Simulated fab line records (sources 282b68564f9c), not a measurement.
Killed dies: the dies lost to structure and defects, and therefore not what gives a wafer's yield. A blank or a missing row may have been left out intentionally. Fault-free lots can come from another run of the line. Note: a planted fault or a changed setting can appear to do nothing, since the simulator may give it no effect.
Split-lot study ; flow ritCmos ; 23 wafers read across 5 lots, on a route 202 steps long

## THE SPLIT ITSELF
At RIT_ACTIVE_COAT_06 (resist thk 1000 nm), the setting resistThkNm was moved away from the recipe's 1000 nm on 7 of the 23 wafers read, by -5.5% to -2.0%. For the rest of the wafers, this setting stayed at what the recipe calls for.

## FROM THE SPLIT TO THE READING: what the file shows between them, 8 steps
- RIT_ACTIVE_SOFTBAKE_07: time 60 s
- RIT_ACTIVE_EXPOSE_08: exposes mask M1, target cd 1400 nm
- RIT_ACTIVE_PEB_09
- RIT_ACTIVE_DEVELOP_10: develop time 50 s
- RIT_ACTIVE_CD_MEAS_11: target cd 1400 nm
- RIT_ACTIVE_HARDBAKE_12: time 60 s
- RIT_ACTIVE_ETCH_13: etches Si3N4 in SF6, stops on SiO2, time 210 s, target depth 210 nm (also split here: overEtchFrac)
- RIT_ACTIVE_STRIP_14: strips in O2, time 180 s

## THE READING
cdNm (nm) at RIT_ACTIVE_CD_MEAS_90, where the cd target is 1400 nm. Typical for fault-free wafers on this fab line: 1400.7 nm, with standard deviation 1.5 nm.

wafer;tool, chamber at the split;resistThkNm as run, nm;against the recipe;cdNm, nm;against lot-mates on the recipe
L076.1;lithoTrack-01, 0;1000;recipe;1401.3;-
L076.2;lithoTrack-01, 0;1000;recipe;1400.2;-
L076.3;lithoTrack-01, 0;967.7;-3.2%;1395.7;-5.0
L076.5;lithoTrack-01, 0;1000;recipe;1400.5;-
L076.6;lithoTrack-01, 0;967.7;-3.2%;1399.0;-1.7
L078.1;lithoTrack-03, 0;1000;recipe;1402.7;-
L078.2;lithoTrack-03, 0;1000;recipe;1402.6;-
L078.4;lithoTrack-03, 0;1000;recipe;1402.4;-
L078.5;lithoTrack-03, 0;1000;recipe;1401.3;-
L078.6;lithoTrack-03, 0;1000;recipe;1401.7;-
L080.3;lithoTrack-01, 0;1000;recipe;1401.9;-
L080.5;lithoTrack-01, 0;1000;recipe;1401.0;-
L080.6;lithoTrack-01, 0;1000;recipe;1399.8;-
L081.1;lithoTrack-01, 0;945.4;-5.5%;1396.9;-5.3
L081.2;lithoTrack-01, 0;945.4;-5.5%;1397.4;-4.8
L081.4;lithoTrack-01, 0;1000;recipe;1400.8;-
L081.5;lithoTrack-01, 0;945.4;-5.5%;1395.9;-6.3
L081.6;lithoTrack-01, 0;1000;recipe;1403.6;-
L082.2;lithoTrack-01, 0;1000;recipe;1400.3;-
L082.3;lithoTrack-01, 0;980.2;-2.0%;1398.6;-1.2
L082.4;lithoTrack-01, 0;1000;recipe;1398.9;-
L082.5;lithoTrack-01, 0;1000;recipe;1400.1;-
L082.6;lithoTrack-01, 0;980.2;-2.0%;1397.0;-2.8

FIT RESULTS
A straight line over all 23 wafers: cdNm changes by +0.907 nm for each +1% of resistThkNm; r = +0.81; the points scatter about the line by 1.3 nm.
The same after taking each lot's own level away (the mean of its wafers on the recipe; 23 wafers): +1 nm for each +1%; r = +0.91; scatter 0.91 nm.
According to that fit, moving resistThkNm by its largest amount changes the reading by 5.5 nm.
Measured against the standard deviation above, the lots' own levels, which go from 1399.77 to 1402.20 nm, span 1.6 times it.
The two slopes are in agreement: the lot-to-lot level therefore moves the slope only a little.
Check: with one of the wafers moved furthest among these (-5.5%) left out of the fit, the line predicts -5.55 nm for it against its lot-mates. Against them it came out at -5.3 nm.

## FURTHER SPLITS ON THESE WAFERS
Before the reading, these wafers also passed through other splits. Each is held against what the fit with the lots' levels taken away leaves over:
other split on the same wafers;wafers away from the commonest value;r with cdNm (lot level and that fit taken away)
RIT_ACTIVE_OXIDATION_01 oxTimeS;18;+0.01
RIT_ACTIVE_ETCH_13 overEtchFrac;9;+0.04

## THE WHOLE CHAIN: every reading that the file lists as answering this split, in the file's order
step;what it does;reading;change (the file's fit);r (the file's)
RIT_ACTIVE_COAT_06;resist thk 1000 nm;NOVOLAK_of_ACTIVE_COAT_06.thkNm (the simulator's own value, which no gauge read);+10.1 nm for each +1% of the setting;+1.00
RIT_ACTIVE_CD_MEAS_11;target cd 1400 nm;cdNm;+0.98 nm for each +1% of the setting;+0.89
RIT_ACTIVE_HARDBAKE_12;time 60 s;NOVOLAK_of_ACTIVE_COAT_06.thkNm (the simulator's own value, which no gauge read);+8.85 nm for each +1% of the setting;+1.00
RIT_ACTIVE_CD_MEAS_90;target cd 1400 nm;cdNm;+1 nm for each +1% of the setting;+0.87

## THE FILE'S OWN FIT
cdNm changes by +1 nm for each +1% of resistThkNm, r = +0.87.
